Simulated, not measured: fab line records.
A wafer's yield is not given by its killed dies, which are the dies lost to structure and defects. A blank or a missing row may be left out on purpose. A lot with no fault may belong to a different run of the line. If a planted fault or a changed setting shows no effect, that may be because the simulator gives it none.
2 desks looking at one fault + flow ritCmos + each desk has only its own numbers; what lay behind them comes last

## METROLOGY DESK
Lot by lot, what the gauges showed, no matter which tool ran the lot: averages of those sampled wafers that carry a number. The brackets show how far a lot's mean lies from the usual mean; more than 4 standard deviations puts the lot out of limits, marked OUT.
Columns: A = PWELL_OVL at RIT_PWELL_OVL_MEAS_06, usual -0.1 nm
| lot  | first seen here | A                       |
|------|-----------------|-------------------------|
| L422 | day 2 04:47     | -0.5                    |
| L423 | day 2 11:08     | 1.3                     |
| L425 | day 2 16:01     | 1.5                     |
| L426 | day 2 19:41     | -1.0                    |
| L427 | day 3 00:50     | -0.2                    |
| L428 | day 3 05:34     | 0.5                     |
| L429 | day 3 11:53     | -1.1                    |
| L431 | day 3 23:34     | -0.6                    |
| L432 | day 4 02:39     | -0.2                    |
| L434 | day 4 15:33     | 1.2                     |
| L435 | day 4 17:14     | 359.6 (+99 or more) OUT |
| L436 | day 4 21:38     | 359.2 (+99 or more) OUT |
| L437 | day 5 04:41     | 359.6 (+99 or more) OUT |
| L438 | day 5 09:49     | 362.4 (+99 or more) OUT |
| L443 | day 6 07:29     | -1.8                    |
| L444 | day 6 14:41     | -0.4                    |
This desk's finding: out of limits on L435, L436, L437, L438; first on L435, day 4 17:14 (PWELL_OVL at RIT_PWELL_OVL_MEAS_06). L422, L423, L425, L426, L427, L428, L429, L431, L432, L434, L443, L444 stayed within limits.

## FOR THE TOOL OWNER'S DESK: ilineStepper-02
The tool's own readings at RIT_PWELL_EXPOSE_03 (exposes mask M3, target cd 43700 nm): means of the sampled wafers that have a number, for each lot that ran on this tool. The brackets show how far a lot's mean lies from the usual mean; more than 4 standard deviations puts the lot out of limits, marked OUT.
Columns: A = reticleTempC at RIT_PWELL_EXPOSE_03, usual 22.98 C
| lot  | first seen here | A     |
|------|-----------------|-------|
| L422 | day 2 04:22     | 23.02 |
| L426 | day 2 19:16     | 22.94 |
| L429 | day 3 11:30     | 23.00 |
| L432 | day 4 02:14     | 22.91 |
| L434 | day 4 15:07     | 22.93 |
| L435 | day 4 16:48     | 22.96 |
| L436 | day 4 21:13     | 23.16 |
| L437 | day 5 04:16     | 23.07 |
| L438 | day 5 09:23     | 23.06 |
This desk's finding: nothing out of limits on any of the 9 lots.

## PUT TOGETHER
An alarm was possible from the metrology desk at day 4 17:14, on L435, L436, L437, L438.
The tool owner's desk saw nothing out of limits.
On record at the tool owner's desk: L435, L436, L437, L438, within its limits.
All the named lots went through RIT_PWELL_EXPOSE_03 on ilineStepper-02.

## WHAT HAD BEEN PUT IN BY THE SIMULATOR
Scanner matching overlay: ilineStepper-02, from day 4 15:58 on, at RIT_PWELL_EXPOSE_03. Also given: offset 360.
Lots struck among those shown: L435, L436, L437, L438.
Time in hours between the start of the fault and the first out-of-limits reading at each desk: metrology desk, 1.
